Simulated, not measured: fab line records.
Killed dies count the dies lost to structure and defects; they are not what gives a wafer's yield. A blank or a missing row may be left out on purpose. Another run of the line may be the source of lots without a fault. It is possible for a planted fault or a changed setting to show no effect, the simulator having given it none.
One fault seen from 2 desks    flow berkeley_cmos170    numbers are kept per desk, each desk with only its own; the story behind them comes last

TOOL OWNER'S DESK, litho_track-04
UCB170_M3_PEB_13, tool's own readings: per-lot mean of the sampled wafers with a number, covering each lot this tool ran. A lot is out of limits, marked OUT, if its mean lies more than 4 standard deviations from the usual mean; the brackets give that distance.
Columns: A = heater_power_total_W at UCB170_M3_PEB_13, usual 56.80 W
lot   first seen here  A
L291  day 7 23:31      56.80
L297  day 9 17:04      56.82
L301  day 9 23:32      56.79
L300  day 10 00:20     56.75
L304  day 11 20:02     58.29 (+35) OUT
L307  day 11 20:20     58.31 (+35) OUT
Finding of this desk: L304, L307 out of limits; the first was L304 at day 11 20:02, on heater_power_total_W at UCB170_M3_PEB_13. L291, L297, L301, L300 stayed within limits.

THE METROLOGY DESK
What the gauges read for every lot (on any tool): the sampled wafers with a number, averaged. A lot is out of limits, marked OUT, if its mean lies more than 4 standard deviations from the usual mean; the brackets give that distance.
Columns: A = cd_nm at UCB170_M3_CD_MEAS_15, usual 700.5 nm; B = M3_BOW at UCB170_M3_BOW_MEAS_20, usual 37 um
lot   first seen here  A                 B
L289  day 7 23:35      699.6             35
L291  day 7 23:47      700.6             32
L292  day 8 05:51      700.5             37
L294  day 8 15:57      701.5             42
L296  day 9 01:33      700.3             41
L295  day 9 02:09      700.6             34
L297  day 9 17:20      701.3             35
L299  day 9 21:07      698.7             37
L301  day 9 23:49      701.6             38
L300  day 10 00:37     702.5             33
L304  day 11 20:19     706.5 (+4.3) OUT  38
L307  day 11 20:36     703.9             40
L310  day 11 22:38     701.5             37
L312  day 12 11:11     699.9             33
Finding of this desk: L304 out of limits; the first was L304 at day 11 20:19, on cd_nm at UCB170_M3_CD_MEAS_15. L289, L291, L292, L294, L296, L295, L297, L299, L301, L300, L307, L310, L312 stayed within limits.

TAKEN TOGETHER
On L304, L307, at day 11 20:02, an alarm was possible from the tool owner's desk.
The metrology desk could have raised an alarm at day 11 20:19, on L304.
The metrology desk holds a record of L307, inside its limits.
Of the lots named, all ran UCB170_M3_PEB_13 on litho_track-04.

WHAT WAS PUT IN BY THE SIMULATOR
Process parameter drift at UCB170_M3_PEB_13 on litho_track-04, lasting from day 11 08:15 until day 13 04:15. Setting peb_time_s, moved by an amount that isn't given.
Struck lots among those shown: L304, L307.
Hours from the fault's start to each desk's first reading out of limits: the tool owner's desk, 12; the metrology desk, 12.
